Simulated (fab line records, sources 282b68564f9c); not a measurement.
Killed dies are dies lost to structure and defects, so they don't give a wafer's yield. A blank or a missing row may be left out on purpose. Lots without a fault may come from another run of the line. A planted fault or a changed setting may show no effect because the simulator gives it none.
fab line records | flow rit_cmos
record lots=6 wafers=18 last_day=7
route steps=202 shown CONTACT@176 M1@184
lots that met no fault: from a run of the same line without faults
start_h: hours from the record's first day to the start of the lot's first wafer shown | wait_h: hours since the lot's step before | " the same as in the row above | L1.1+2: a row that stands for several wafers | - no value, or no start given | * or withheld: withheld | < > ~ a bound
route shown NAME@n: a module of which the file shows steps, and the number in the route of the first | usual: mean/standard deviation of fault-free wafers | same: alike in all rows | chamber/n: place in a boat | sites: the reading at each site | _std_site: their standard deviation | _edge_site: outer sites' mean less inner sites' | radius_mm: how far each site lies from the wafer's centre | mask NAME#n: copy n | behind: the tool/chamber that last shaped the wafer | hold: why the lot was held/for how many hours/how that ended | device: the transistor (n, p or np) that didn't switch | end of line: the same wafers' tests at the end of the route | a step without rows: its recipe alone | killed: dies lost to structure and defects at the first sort, not the wafer's yield | map: a wafer's dies, x killed, . not, _ none there
set.NAME: the setting as run; set.NAME@STEP: as run at that earlier step | model.NAME: the simulator's own value behind a step, which no gauge read
lots at some steps of the route; a table a step, a row a wafer
services: from which hour (start_h, from the record's first day; less than 0 if before it) a tool's chamber was out of use, for how many hours, and why
## steps
# step RIT_CONTACT_CD_MEAS_08
# recipe target_cd_nm=1000
# usual cd_nm=1000.4/1.9
# columns lot.wafer tool chamber start_h wait_h cd_nm
L316.2 cd_sem-02 - 53.35 - 995.1
L316.4 " - " " 997.9
L316.6 " - " " 999.2
L319.2 cd_sem-02 - 70.92 - 1004.0
L319.3 " - " " 1002.5
L319.5 " - " " 1001.9
L322.1 cd_sem-01 - 82.28 - 1001.0
L322.5 " - " " 1001.4
L322.6 " - " " 1001.3
L323.1 cd_sem-01 - 86.12 - 1001.5
L323.2 " - " " 1002.6
L323.6 " - " " 1001.3
L335.2 cd_sem-01 - 147.46 - 1000.3
L335.3 " - " " 998.5
L335.4 " - " " 1001.6
L338.3 cd_sem-01 - 160.64 - 999.0
L338.4 " - " " 1000.3
L338.5 " - " " 999.3
# step RIT_CONTACT_OVL_MEAS_09
# usual CONTACT_OVL=0.5/1.3
# columns lot.wafer tool chamber start_h wait_h CONTACT_OVL[nm]
L316.2 overlay-02 - 53.45 0.1 2.0
L316.4 " - " " 1.9
L316.6 " - " " 1.0
L319.2 overlay-02 - 71.03 0.1 1.6
L319.3 " - " " 2.8
L319.5 " - " " 2.2
L322.1 overlay-01 - 82.40 0.1 -0.1
L322.5 " - " " -1.4
L322.6 " - " " -0.6
L323.1 overlay-02 - 86.24 0.1 -0.8
L323.2 " - " " -1.0
L323.6 " - " " 0.1
L335.2 overlay-01 - 147.57 0.1 2.9
L335.3 " - " " 1.4
L335.4 " - " " 1.9
L338.3 overlay-02 - 160.74 0.1 0.1
L338.4 " - " " 0.0
L338.5 " - " " -0.8
# step RIT_CONTACT_HARDBAKE_10
# recipe resist=NOVOLAK temp_c=140 time_s=60
# step RIT_CONTACT_ETCH_11
# recipe target_depth_a=4800 over_etch_frac=0.2 stop_on=TiSi2 chemistry=CHF3/CF4/Ar target=SiO2 CHF3_flow_sccm=50 cf4_flow_sccm=10 Ar_flow_sccm=100 O2_flow_sccm=5 pressure_mtorr=100 rf_w=200 time_s=320
# usual O2_flow_sccm=4.998/0.015 drypump_motor_current_A=5.8/0.45 oes_product_au=0.985/0.018 throttle_valve_pct=8.90/0.11
# columns lot.wafer tool chamber start_h wait_h O2_flow_sccm drypump_motor_current_A oes_product_au rf_hours_counter_h throttle_valve_pct
L316.2 rie_diel-03 2 53.63 0.1 4.983 5.6 1.008 74 9.00
L316.4 " 1 " " 5.010 6.6 0.985 5 8.86
L316.6 " 1 " " 4.989 6.7 0.982 - 8.84
L319.2 rie_diel-04 1 71.21 0.1 4.989 5.9 1.001 4 8.95
L319.3 " 0 " " 4.990 5.9 0.975 6 9.02
L319.5 " 0 " " 5.008 5.9 0.981 - 9.02
L322.1 rie_diel-01 2 82.59 0.1 4.983 5.2 0.962 42 8.65
L322.5 " 0 " " 5.007 4.9 1.004 - 8.85
L322.6 " 3 " " 5.006 5.7 0.968 - 8.83
L323.1 rie_diel-04 3 86.63 0.1 4.976 5.6 0.983 15 8.94
L323.2 " 0 " " 5.051 6.0 0.982 7 9.01
L323.6 " 0 " " 5.015 5.9 0.975 - 9.02
L335.2 rie_diel-01 0 147.75 0.1 5.015 4.9 1.008 136 8.84
L335.3 " 2 " " 5.013 5.2 0.958 43 8.67
L335.4 " 3 " " 5.010 5.7 0.965 85 8.84
L338.3 rie_diel-01 1 160.91 0.1 5.003 5.9 1.011 111 9.00
L338.4 " 3 " " 4.992 5.7 0.967 86 8.82
L338.5 " 1 " " 4.995 5.9 0.998 - 9.01
# step RIT_CONTACT_STRIP_12
# recipe chemistry=O2 time_s=180 resist=NOVOLAK platen_temp_c=withheld power_w=500 pressure_mtorr=4000 o2_flow_sccm=4000
# usual drypump_motor_current_A=5.4/0.53
# columns lot.wafer tool chamber start_h wait_h drypump_motor_current_A rf_hours_counter_h
L316.2 plasma_asher-03 1 53.83 0.1 4.8 43
L316.4 " 0 " " 5.8 -
L316.6 " 0 " " 5.8 -
L319.2 plasma_asher-03 1 71.40 0.1 4.8 45
L319.3 " 0 " " 5.8 -
L319.5 " 0 " " 5.8 -
L322.1 plasma_asher-03 1 82.79 0.1 4.8 46
L322.5 " 0 " " 5.8 -
L322.6 " 1 " " 4.8 -
L323.1 plasma_asher-02 0 86.82 0.1 6.1 28
L323.2 " 1 " " 4.9 28
L323.6 " 0 " " 6.1 -
L335.2 plasma_asher-02 1 147.94 0.1 4.9 35
L335.3 " 1 " " 4.9 -
L335.4 " 0 " " 6.1 -
L338.3 plasma_asher-03 1 161.16 0.2 4.8 -
L338.4 " 0 " " 5.8 -
L338.5 " 0 " " 5.8 -
# step RIT_CONTACT_CD_MEAS_90
# recipe target_cd_nm=1000
# usual cd_nm=1000.3/1.9
# columns lot.wafer tool chamber start_h wait_h cd_nm
L316.2 cd_sem-01 - 54.02 0.1 995.2
L316.4 " - " " 998.1
L316.6 " - " " 999.2
L319.2 cd_sem-02 - 71.60 0.1 1003.4
L319.3 " - " " 1002.8
L319.5 " - " " 1002.6
L322.1 cd_sem-02 - 82.96 0.1 1000.9
L322.5 " - " " 1001.4
L322.6 " - " " 1001.4
L323.1 cd_sem-01 - 87.00 0.1 1001.7
L323.2 " - " " 1002.7
L323.6 " - " " 1001.3
L335.2 cd_sem-01 - 148.14 0.1 1000.4
L335.3 " - " " 998.7
L335.4 " - " " 1001.5
L338.3 cd_sem-02 - 161.32 0.1 998.6
L338.4 " - " " 1000.2
L338.5 " - " " 999.1
# step RIT_CONTACT_CLEAN_13
# recipe chemistry=SC1 mix=3:3:50 time_s=600 temp_c=75
# step RIT_CONTACT_CLEAN_14
# recipe chemistry=SC2 mix=3:3:50 time_s=600 temp_c=75 dry=n2_spin
# step RIT_M1_SPUTTER_00
# recipe material=Al target_thk_nm=400 power_w=2000 chamber_pressure_pa=0.4 gas=Ar time_s=500 substrate_temp_c=25
# usual throttle_valve_pct=30.0/1
# columns lot.wafer tool chamber start_h wait_h throttle_valve_pct
L316.2 pvd_sputter-03 - 54.47 0.0 28.2
L316.4 " - " " 30.0
L316.6 " - " " 28.5
L319.2 pvd_sputter-02 - 72.05 0.0 29.9
L319.3 " - " " 30.0
L319.5 " - " " 31.7
L322.1 pvd_sputter-03 - 83.45 0.0 30.4
L322.5 " - " " 30.2
L322.6 " - " " 28.5
L323.1 pvd_sputter-01 - 87.50 0.0 27.7
L323.2 " - " " 31.4
L323.6 " - " " 30.7
L335.2 pvd_sputter-02 - 148.60 0.0 29.9
L335.3 " - " " 29.9
L335.4 " - " " 31.7
L338.3 pvd_sputter-03 - 161.75 0.0 30.3
L338.4 " - " " 28.3
L338.5 " - " " 30.4
# step RIT_M1_RS_MEAS_01
# recipe thk_meas_gauge=four-point-probe reads=Al_of_M1_SPUTTER_00
# usual M1_AL_RS=0.0729/0.0008
# columns lot.wafer tool chamber start_h wait_h M1_AL_RS[ohm/sq]
L316.2 film_metro-01 - 54.79 0.2 0.0717
L316.4 " - " " 0.0715
L316.6 " - " " 0.0720
L319.2 film_metro-04 - 72.36 0.2 0.0738
L319.3 " - " " 0.0734
L319.5 " - " " 0.0731
L322.1 film_metro-02 - 83.74 0.1 0.0716
L322.5 " - " " 0.0716
L322.6 " - " " 0.0707
L323.1 film_metro-01 - 87.79 0.1 0.0732
L323.2 " - " " 0.0734
L323.6 " - " " 0.0738
L335.2 film_metro-02 - 148.92 0.2 0.0732
L335.3 " - " " 0.0730
L335.4 " - " " 0.0732
L338.3 film_metro-04 - 162.08 0.2 0.0749
L338.4 " - " " 0.0738
L338.5 " - " " 0.0740
# step RIT_M1_THK_MEAS_02
# recipe thk_meas_gauge=xrf reads=Al_of_M1_SPUTTER_00
# usual M1_AL_THK=401/4.7
# columns lot.wafer tool chamber start_h wait_h M1_AL_THK[nm]
L316.2 film_metro-01 - 54.90 0.1 406
L316.4 " - " " 404
L316.6 " - " " 403
L319.2 film_metro-04 - 72.47 0.1 400
L319.3 " - " " 400
L319.5 " - " " 400
L322.1 film_metro-02 - 83.86 0.1 408
L322.5 " - " " 408
L322.6 " - " " 414
L323.1 film_metro-01 - 87.91 0.1 398
L323.2 " - " " 396
L323.6 " - " " 396
L335.2 film_metro-02 - 149.03 0.1 400
L335.3 " - " " 403
L335.4 " - " " 400
L338.3 film_metro-04 - 162.18 0.1 392
L338.4 " - " " 394
L338.5 " - " " 396
# step RIT_M1_HMDS_03
# recipe prime_time_s=60 prime_temp_c=140
# step RIT_M1_COAT_04
# recipe resist=NOVOLAK spin_rpm=2000 resist_thk_nm=1300
# usual chill_plate_temp_C=23.01/0.094 dispense_pressure_kPa=50.8/0.77
# columns lot.wafer tool chamber start_h wait_h chill_plate_temp_C dispense_pressure_kPa
L316.2 litho_track-01 0 55.12 0.1 22.84 50.6
L316.4 " 0 " " 22.85 50.6
L316.6 " 0 " " 22.78 50.5
L319.2 litho_track-01 0 72.70 0.1 23.04 50.6
L319.3 " 0 " " 22.91 50.5
L319.5 " 0 " " 22.93 50.6
L322.1 litho_track-03 - 84.07 0.1 - -
L322.5 " - " " - -
L322.6 " - " " - -
L323.1 litho_track-01 - 88.21 0.1 - -
L323.2 " - " " - -
L323.6 " - " " - -
L335.2 litho_track-03 0 149.25 0.1 22.91 52.2
L335.3 " 0 " " 22.84 52.3
L335.4 " 0 " " 22.86 52.3
L338.3 litho_track-02 0 162.42 0.1 22.94 50.3
L338.4 " 0 " " 22.91 50.2
L338.5 " 0 " " 23.04 50.2
# step RIT_M1_SOFTBAKE_05
# recipe resist=NOVOLAK temp_c=90 time_s=60
# step RIT_M1_EXPOSE_06
# recipe mask_id=M12 na=0.6 source_shape=conventional sigma_outer=0.5 target_cd_nm=2600 dose_mj=250
# step RIT_M1_PEB_07
# recipe resist=NOVOLAK temp_c=withheld time_s=withheld
# step RIT_M1_DEVELOP_08
# recipe resist=NOVOLAK develop_time_s=68 dev_temp_c=23
# step RIT_M1_CD_MEAS_09
# recipe target_cd_nm=2600
# usual cd_nm=2600.3/2.5
# columns lot.wafer tool chamber start_h wait_h cd_nm
L316.2 cd_sem-02 - 55.85 - 2601.2
L316.4 " - " " 2601.9
L316.6 " - " " 2601.0
L319.2 cd_sem-01 - 73.55 - 2601.7
L319.3 " - " " 2602.0
L319.5 " - " " 2601.1
L322.1 cd_sem-02 - 84.93 - -
L322.5 " - " " -
L322.6 " - " " -
L323.1 cd_sem-01 - 89.08 - -
L323.2 " - " " -
L323.6 " - " " -
L335.2 cd_sem-02 - 150.10 - 2597.6
L335.3 " - " " 2597.4
L335.4 " - " " 2597.3
L338.3 cd_sem-01 - 163.14 - 2594.9
L338.4 " - " " 2596.7
L338.5 " - " " 2596.2
# step RIT_M1_OVL_MEAS_10
# usual M1_OVL=-0.6/1.4
# columns lot.wafer tool chamber start_h wait_h M1_OVL[nm]
L316.2 overlay-01 - 55.95 0.1 1.3
L316.4 " - " " 1.3
L316.6 " - " " -0.9
L319.2 overlay-01 - 73.65 0.1 -1.2
L319.3 " - " " -0.9
L319.5 " - " " -1.4
L322.1 overlay-02 - 85.05 0.1 -
L322.5 " - " " -
L322.6 " - " " -
L323.1 overlay-01 - 89.20 0.1 -
L323.2 " - " " -
L323.6 " - " " -
L335.2 overlay-02 - 150.21 0.1 -1.5
L335.3 " - " " -1.3
L335.4 " - " " -2.5
L338.3 overlay-01 - 163.24 0.1 1.0
L338.4 " - " " 1.2
L338.5 " - " " 0.4
# step RIT_M1_PROBE_99
# usual defect_limited_yield=97.5/1.1 killed_at_M0_to_M3=0.0/0.083 killed_at_contacts=0.1/0.32 killed_at_front_end=7/3 killed_dies=7/3 killed_on_rim=1.8/1.4 killed_open=3.4/2.2 killed_short=3.3/1.8 sort_bin_3_pad_short=0.2/0.25 sort_bin_5_function=1.5/0.79 sort_bin_6_memory=0.9/0.65 sort_n_pass=257/3 sort_yield_pct=97.5/1.1
# same gross_dies=264 killed_at_M4_up=0 killed_at_back_side=0 killed_at_other=0
# columns lot.wafer tool chamber start_h wait_h defect_limited_yield[%] killed_at_M0_to_M3 killed_at_contacts killed_at_front_end killed_dies killed_on_rim killed_open killed_short sort_bin_3_pad_short[%] sort_bin_5_function[%] sort_bin_6_memory[%] sort_n_pass sort_yield_pct[%]
L316.2 prober-01 - 58.53 0.1 98.1 0 0 5 5 3 3 2 0 0.8 1.1 259 98.1
L316.4 prober-01 - 58.63 0.2 98.1 0 0 5 5 0 3 2 0.4 0.4 1.1 259 98.1
L316.6 prober-01 - 58.73 0.2 97.7 0 0 6 6 1 3 3 0 1.5 0.8 258 97.7
L319.2 prober-02 - 76.34 0.1 98.1 0 0 5 5 3 3 2 0 0.8 1.1 259 98.1
L319.3 prober-02 - 76.39 0.2 98.9 0 0 3 3 1 0 3 0 0.8 0.4 261 98.9
L319.5 prober-02 - 76.49 0.2 98.5 0 1 3 4 2 1 3 0.4 1.1 0 260 98.5
L322.1 prober-01 - 87.62 0.1 0 253 0 11 264 70 7 4 0 98.5 1.5 0 0
L322.5 prober-01 - 87.82 0.2 0 253 0 11 264 70 4 7 0 98.5 1.5 0 0
L322.6 prober-01 - 87.87 0.2 0 256 0 8 264 70 5 3 0.4 98.9 0.8 0 0
L323.1 prober-02 - 91.74 0.1 0 260 0 4 264 70 0 4 0 98.9 1.1 0 0
L323.2 prober-02 - 91.79 0.1 0 256 0 8 264 70 5 3 0 99.6 0.4 0 0
L323.6 prober-02 - 91.99 0.2 0 258 0 6 264 70 3 3 0 98.9 1.1 0 0
L335.2 prober-02 - 152.79 0.1 97.7 0 0 6 6 2 3 3 0.4 1.1 0.8 258 97.7
L335.3 prober-02 - 152.84 0.2 97.7 0 0 6 6 1 4 2 0 1.5 0.8 258 97.7
L335.4 prober-02 - 152.89 0.2 97.0 0 1 7 8 2 5 3 0 2.7 0.4 256 97.0
L338.3 prober-01 - 165.86 0.2 98.1 0 0 5 5 2 2 3 0 1.1 0.8 259 98.1
L338.4 prober-01 - 165.91 0.2 96.6 0 0 9 9 1 4 5 0 0.8 2.7 255 96.6
L338.5 prober-01 - 165.96 0.2 97.7 0 0 6 6 1 2 4 0 1.5 0.8 258 97.7
# killed by level:class
L316.2 FOX1:geometric_particle:short=1 GATE:geometric_particle:short=1 GATE:geometric_particle:open=1 REOX:geometric_particle:open=1 SPACER:geometric_particle:open=1
L316.4 FOX1:geometric_particle:open=1 REOX:geometric_particle:short=1 REOX:geometric_particle:open=1 SPACER:geometric_particle:short=1 SILICIDE:geometric_particle:open=1
L316.6 FOX1:geometric_particle:open=2 FOX1:geometric_particle:short=1 FOX2:geometric_particle:open=1 GATE:geometric_particle:short=1 REOX:geometric_particle:short=1
L319.2 FOX1:geometric_particle:short=1 GATE:geometric_particle:open=1 REOX:geometric_particle:short=1 SPACER:geometric_particle:open=1 SILICIDE:geometric_particle:open=1
L319.3 FOX1:geometric_particle:short=1 GATE:geometric_particle:short=1 SPACER:geometric_particle:short=1
L319.5 FOX2:geometric_particle:short=1 GATE:geometric_particle:short=1 SPACER:geometric_particle:short=1 CONTACT:geometric_particle:open=1
L322.1 M1:area_expose=253 GATE:geometric_particle:open=4 GATE:geometric_particle:short=2 FOX1:geometric_particle:open=1 FOX2:geometric_particle:open=1 REOX:geometric_particle:short=1 SPACER:geometric_particle:open=1 SPACER:geometric_particle:short=1
L322.5 M1:area_expose=253 GATE:geometric_particle:short=2 GATE:geometric_particle:open=2 SPACER:geometric_particle:open=2 SPACER:geometric_particle:short=2 FOX1:geometric_particle:short=1 FOX2:geometric_particle:short=1 REOX:geometric_particle:short=1
L322.6 M1:area_expose=256 GATE:geometric_particle:open=3 FOX1:geometric_particle:open=2 GATE:geometric_particle:short=2 SPACER:geometric_particle:short=1
L323.1 M1:area_expose=260 FOX1:geometric_particle:short=1 GATE:geometric_particle:short=1 SPACER:geometric_particle:short=1 SILICIDE:geometric_particle:short=1
L323.2 M1:area_expose=256 GATE:geometric_particle:open=2 ACTIVE:geometric_particle:open=1 GATE:geometric_particle:short=1 SPACER:geometric_particle:short=1 SPACER:geometric_particle:open=1 SILICIDE:geometric_particle:open=1 SILICIDE:geometric_particle:short=1
L323.6 M1:area_expose=258 SPACER:geometric_particle:short=2 GATE:geometric_particle:short=1 GATE:geometric_particle:open=1 SPACER:geometric_particle:open=1 SILICIDE:geometric_particle:open=1
L335.2 FOX2:geometric_particle:open=2 FOX2:geometric_particle:short=1 GATE:geometric_particle:short=1 REOX:geometric_particle:open=1 SPACER:geometric_particle:short=1
L335.3 GATE:geometric_particle:open=3 FOX2:geometric_particle:short=1 GATE:geometric_particle:short=1 SILICIDE:geometric_particle:open=1
L335.4 FOX1:geometric_particle:open=1 FOX2:geometric_particle:open=1 FOX2:geometric_particle:short=1 REOX:geometric_particle:short=1 SPACER:geometric_particle:short=1 SPACER:geometric_particle:open=1 SILICIDE:geometric_particle:open=1 CONTACT:geometric_particle:open=1
L338.3 FOX1:geometric_particle:short=3 FOX1:geometric_particle:open=1 GATE:geometric_particle:open=1
L338.4 REOX:geometric_particle:open=2 SILICIDE:geometric_particle:short=2 FOX1:geometric_particle:open=1 FOX1:geometric_particle:short=1 GATE:geometric_particle:short=1 REOX:geometric_particle:short=1 SILICIDE:geometric_particle:open=1
L338.5 GATE:geometric_particle:short=2 REOX:geometric_particle:short=1 SPACER:geometric_particle:open=1 SILICIDE:geometric_particle:open=1 SILICIDE:geometric_particle:short=1
# map L322.1 (x killed, . not)
________xxxxxxx_______
_____xxxxxxxxxxxxx____
____xxxxxxxxxxxxxxx___
___xxxxxxxxxxxxxxxxx__
__xxxxxxxxxxxxxxxxxxx_
__xxxxxxxxxxxxxxxxxxx_
_xxxxxxxxxxxxxxxxxxxxx
_xxxxxxxxxxxxxxxxxxxxx
_xxxxxxxxxxxxxxxxxxxxx
_xxxxxxxxxxxxxxxxxxxxx
__xxxxxxxxxxxxxxxxxxx_
__xxxxxxxxxxxxxxxxxxx_
___xxxxxxxxxxxxxxxxx__
____xxxxxxxxxxxxxxx___
_____xxxxxxxxxxxxx____
________xxxxxxx_______
# map L323.1 (x killed, . not)
________xxxxxxx_______
_____xxxxxxxxxxxxx____
____xxxxxxxxxxxxxxx___
___xxxxxxxxxxxxxxxxx__
__xxxxxxxxxxxxxxxxxxx_
__xxxxxxxxxxxxxxxxxxx_
_xxxxxxxxxxxxxxxxxxxxx
_xxxxxxxxxxxxxxxxxxxxx
_xxxxxxxxxxxxxxxxxxxxx
_xxxxxxxxxxxxxxxxxxxxx
__xxxxxxxxxxxxxxxxxxx_
__xxxxxxxxxxxxxxxxxxx_
___xxxxxxxxxxxxxxxxx__
____xxxxxxxxxxxxxxx___
_____xxxxxxxxxxxxx____
________xxxxxxx_______
## services
# columns tool chamber start_h hours kind
rie_diel-01 0 39.66 4.8 repair
pvd_sputter-02 - 68.49 3.0 repair
rie_diel-04 - 91.05 0.8 repair
pvd_sputter-01 - 117.27 6.6 repair
rie_diel-04 1 138.73 7.1 repair
plasma_asher-03 - 145.22 4.3 pm
## key
first_sign step=RIT_M1_COAT_04 reading=tool_record direction=missing
effect step=RIT_M1_CD_MEAS_09 reading=cd_nm direction=missing
effect step=RIT_M1_OVL_MEAS_10 reading=M1_OVL direction=missing
effect step=RIT_M1_PROBE_99 reading=killed_at_M0_to_M3 direction=up sigmas=99+ usual=0.0 struck=256
more_kills_born_at RIT_M1_EXPOSE_06@iline_stepper-02=774 RIT_M1_EXPOSE_06@iline_stepper-01=762
met_at RIT_M1_COAT_04
struck_wafers L322.1,L322.5,L322.6,L323.1,L323.2,L323.6
later_rows_left_out L322.1,L322.5,L322.6,L323.1,L323.2,L323.6
onset_between 72.70 84.07
fault kind=skipped_step_whole tool=litho_track-01,litho_track-03 chamber=- onset_h=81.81 steps=RIT_M1_COAT_04 scope=struck_lots_only
# later_rows_left_out: the simulator's readings of these wafers behind a module that went badly wrong aren't trusted and aren't shown, but for the sort
